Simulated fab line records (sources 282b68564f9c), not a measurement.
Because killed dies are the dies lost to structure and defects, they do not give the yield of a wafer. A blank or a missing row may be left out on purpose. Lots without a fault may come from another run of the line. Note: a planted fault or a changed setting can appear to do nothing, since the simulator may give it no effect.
The tool behind it: which one? | flow rit_cmos | 7 lots with 21 wafers sampled at 2 steps, on a route of 202 steps

== WHAT THE GAUGES READ, wafer by wafer ==
RIT_PWELL_OVL_MEAS_06.
lot  | measured    | on         | PWELL_OVL (nm)
L154 | day 2 04:25 | overlay-02 | 0.2 -1.3 -0.5
L158 | day 3 02:32 | overlay-02 | 0.3 -0.2 -0.5
L161 | day 3 19:32 | overlay-01 | 238.2 238.8 238.3 238.6 239.2 238.5
L164 | day 4 11:56 | overlay-01 | 239.6 241.7 240.6 239.8 241.8 240.7
L169 | day 5 14:08 | overlay-01 | 0.1 0.8 -0.7
L171 | day 6 07:11 | overlay-01 | -0.8 -0.4 -0.2
L175 | day 6 20:54 | overlay-01 | -3.2 -2.5 -3.4

== TOOL THAT RAN EACH LOT (tool first, then ch and the chambers of the sampled wafers, then the start) ==
lot  | RIT_PWELL_EXPOSE_03
L154 | iline_stepper-02 ch 0, day 2 03:59
L158 | iline_stepper-01 ch 0, day 3 02:06
L161 | iline_stepper-02 ch 0, day 3 19:06
L164 | iline_stepper-02 ch 0, day 4 11:30
L169 | iline_stepper-01 ch 0, day 5 13:43
L171 | iline_stepper-01 ch 0, day 6 06:47
L175 | iline_stepper-01 ch 0, day 6 20:08
- RIT_PWELL_EXPOSE_03: exposes mask M3, target cd 43700 nm.

== THE ANSWER, worked out from the rows above alone ==
Rule: usual is defined by the lots themselves. Put in order of their means at a reading, lots are off if they are a third of the lots or fewer, leave a main group of 4 or more, and stand apart from it by a gap of 3 or more times the standard deviation of the main group's means; of several such gaps the widest counts. If all means in a main group match to the digits the tables above print for the reading, that group is not used. A lot without any number at a reading at which 4 lots or more have one is off too. The other lots that the step has rows for count as sound.
Off: at RIT_PWELL_OVL_MEAS_06 (PWELL_OVL), L161, L164. The main group: mean -0.8 nm, standard deviation 1.1.
A tool fits if, at a process step before that reading, it ran every lot that is off, and no sound lot after the first of them. The gauges at RIT_PWELL_OVL_MEAS_06 are tried like those tools. One fits: iline_stepper-02 at RIT_PWELL_EXPOSE_03. A fault onset in the window from L154 (day 2 03:59, its last sound lot) to L161 (day 3 19:06, its first lot off) fits.

== WHAT WAS PUT IN BY THE SIMULATOR ==
Scanner matching overlay: iline_stepper-02, from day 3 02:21 on, at RIT_PWELL_EXPOSE_03. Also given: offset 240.
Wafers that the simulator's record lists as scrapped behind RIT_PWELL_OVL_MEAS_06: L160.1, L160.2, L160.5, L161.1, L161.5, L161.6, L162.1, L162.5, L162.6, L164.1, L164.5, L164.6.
Struck lots among those shown: L161, L164. The rule above found the same.
